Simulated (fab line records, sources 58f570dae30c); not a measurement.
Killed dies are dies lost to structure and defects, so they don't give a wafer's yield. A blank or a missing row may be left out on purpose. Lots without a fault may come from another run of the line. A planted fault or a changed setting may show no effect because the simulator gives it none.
Problem report in the 8D (eight disciplines) form, filled by code | flow berkeley_cmos170 | the parts of the form that need people (team, actions taken, sign-off) are left out

1. THE PROBLEM
bias_w at UCB170_M2_METAL_ETCH_18 reads a mean of 154.5 W on 6 wafers of 2 lots; wafers without a fault read 120.1 W with a standard deviation of 0.31. That is +99 or more standard deviations from the usual mean.
The step: etches Al in Cl2/BCl3, stops on SiO2, target depth 1170 nm, time 195 s.
First seen on wafer L774.3, day 10 18:46, on rie_metal-04. The record holds 42 wafers of 14 lots with a number at this step. Rule for "out", or "out of limits": more than 4 standard deviations from the usual mean. The other wafers with a number count as sound.

2. WHAT IT IS AND WHAT IT IS NOT
question                    | is                     | is not
which readings at this step | bias_w                 | drypump_motor_current_A, oes_product_au, throttle_valve_pct
which lots                  | L774, L776             | L759, L760, L762, L763, L764, L765, L766, L767, L768, L771, L772, L781
which wafers of those lots  | all that have a number | -
read on which tools         | rie_metal-04           | rie_metal-01, rie_metal-03
when                        | from day 10 18:46      | up to then (30 sound wafers); but 6 sound wafers of L772, L781 came after

3. SUSPECTS, AND WHAT RULES EACH OUT
Counting: a tool at a process step up to the reading stays a suspect if it ran every lot that is out and no sound lot after the first of them.
- plasma_asher-01 at UCB170_NLDD_STRIP_10 (strips in O2): kept. It ran every lot that is out, first L776 (day 9 12:46), and no sound lot after that; its last sound lot up to then is L764 (day 7 21:50).
- rie_metal-04 at UCB170_M2_METAL_ETCH_18 (etches Al in Cl2/BCl3, stops on SiO2, target depth 1170 nm, time 195 s): kept. It ran every lot that is out, first L774 (day 10 18:46), and no sound lot after that; its last sound lot up to then is L771 (day 10 01:21). Its own readings are out on those wafers: bias_w.
Left after counting: plasma_asher-01 at UCB170_NLDD_STRIP_10, rie_metal-04 at UCB170_M2_METAL_ETCH_18.

4. THE CAUSE (what the simulator had put in)
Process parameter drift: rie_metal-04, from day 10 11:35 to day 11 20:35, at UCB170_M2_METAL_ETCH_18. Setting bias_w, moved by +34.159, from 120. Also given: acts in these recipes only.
Counting left 2 suspects, and this tool is among them.

5. THE CHAIN OF EFFECTS, in route order
Each row: a reading whose mean over the struck wafers that have a number lies more than 3 standard deviations from the usual. Only readings for which the record gives a usual standard deviation are gone through. hours: the time from each lot's start at the first step in this table that gives one to its start at this step, as a median over the lots. sigmas: the change in usual standard deviations.
hours | step                    | reading        | usual      | on struck wafers | change | sigmas
0     | UCB170_M2_METAL_ETCH_18 | bias_w         | 120.1 W    | 154.5            | +34.4  | +99 or more
0     | UCB170_M2_STRIP_19      | oes_product_au | 0.549 a.u. | 0.483            | -0.066 | -5.5
The process steps in it:
- UCB170_M2_METAL_ETCH_18: etches Al in Cl2/BCl3, stops on SiO2, target depth 1170 nm, time 195 s.
- UCB170_M2_STRIP_19: strips in O2.
Later measuring or inspecting steps at which every struck wafer that the step has a row for has a number for every such reading, and none has moved that far: UCB170_M2_CD_MEAS_90.

6. WHAT WOULD HAVE CAUGHT IT SOONER
In this record the first reading out of limits was taken at day 10 18:46, 7 hours after the fault began at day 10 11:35.
